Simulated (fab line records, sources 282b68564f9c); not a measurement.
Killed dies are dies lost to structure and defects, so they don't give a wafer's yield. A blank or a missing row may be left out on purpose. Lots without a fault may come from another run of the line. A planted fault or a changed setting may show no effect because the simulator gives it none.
A struck lot beside a sound one | flow rit_cmos | 14 steps out of a route of 202
Sound: wafers L374.1, L374.5, L374.6. Struck: wafers L380.2, L380.4, L380.6. The cause comes at the end.
At each step with rows: each side's tool, then ch and its chambers, then its first start. Under that, the readings that differ: sound wafers | struck wafers | difference of the means | sigmas: that difference in standard deviations of wafers without a fault.
alike: readings whose means differ by less than 2 such deviations, and words and numbers that are the same on both sides. not compared: withheld readings, readings that some wafer has no value for, bounds like >300 that may hide the same value, and numbers for which the record gives no deviation and whose values overlap.
The two part at a step that has a row with sigmas, a row that says differs or no value, or rows on one side only. Numbers that don't overlap but have no deviation are shown without sigmas and don't part them. A reading that every wafer of one side lacks parts them only if that side has two wafers or more.

first, 1 step without rows for these wafers: RIT_PLDD_IMPLANT_08.
RIT_PLDD_STRIP_09: strips in O2, time 180 s.
  sound on plasma_asher-02 ch 0,1, day 3 04:31; struck on plasma_asher-04 ch 0, day 4 08:01
  alike: drypump_motor_current_A, o2_flow_sccm
  not compared: rf_hours_counter_h
RIT_PLDD_TW_MEAS_10:
  sound on film_metro-01, day 3 04:41; struck on film_metro-02, day 4 08:13
  alike: PLDD_TW
then, 4 steps without rows for these wafers: RIT_SPACER_CLEAN_00 (cleans in SC1, time 600 s); RIT_SPACER_CLEAN_01 (cleans in dHF, time 30 s); RIT_SPACER_CLEAN_02 (cleans in SC2, time 600 s); RIT_SPACER_CVD_03 (deposits Si3N4 from SiH2Cl2/NH3, target thk 250 nm, time 3226 s).
RIT_SPACER_THK_MEAS_04:
  sound on film_metro-02, day 3 07:47; struck on film_metro-02, day 4 10:34
  alike: SPACER_NITRIDE_THK
RIT_SPACER_ETCHBACK_05: etches Si3N4 in SF6/CHF3, stops on SiO2, target depth 250 nm, time 240 s.
  sound on rie_diel-04 ch 0,1, day 3 07:50; struck on rie_diel-04 ch 0,1,2, day 4 10:37
  alike: drypump_motor_current_A, oes_product_au, throttle_valve_pct
  not compared: rf_hours_counter_h
then, 2 steps without rows for these wafers: RIT_NSD_HMDS_00 (prime time 60 s); RIT_NSD_COAT_01 (resist thk 1000 nm).
RIT_NSD_SOFTBAKE_02: time 60.96 s.
  sound on litho_track-03 ch 0, day 3 08:17; struck on litho_track-04 ch 0, day 4 11:05
  alike: plate_sensor_t_centre_C, plate_sensor_t_edge_C
RIT_NSD_EXPOSE_03: exposes mask M9, target cd 40700 nm.
  sound on iline_stepper-02 ch 0, day 3 08:26; struck on iline_stepper-01, day 4 11:14
  no value came back on the struck wafers for exposure_dose_mJ_cm2, focus_offset_nm (nm); on the sound wafers exposure_dose_mJ_cm2 reads 249.64 249.86 249.97
  alike: mask
then, 1 step without rows for these wafers: RIT_NSD_PEB_04.

WHERE THEY PART
Only at RIT_NSD_EXPOSE_03, within this record.

WHY: what the simulator had put in
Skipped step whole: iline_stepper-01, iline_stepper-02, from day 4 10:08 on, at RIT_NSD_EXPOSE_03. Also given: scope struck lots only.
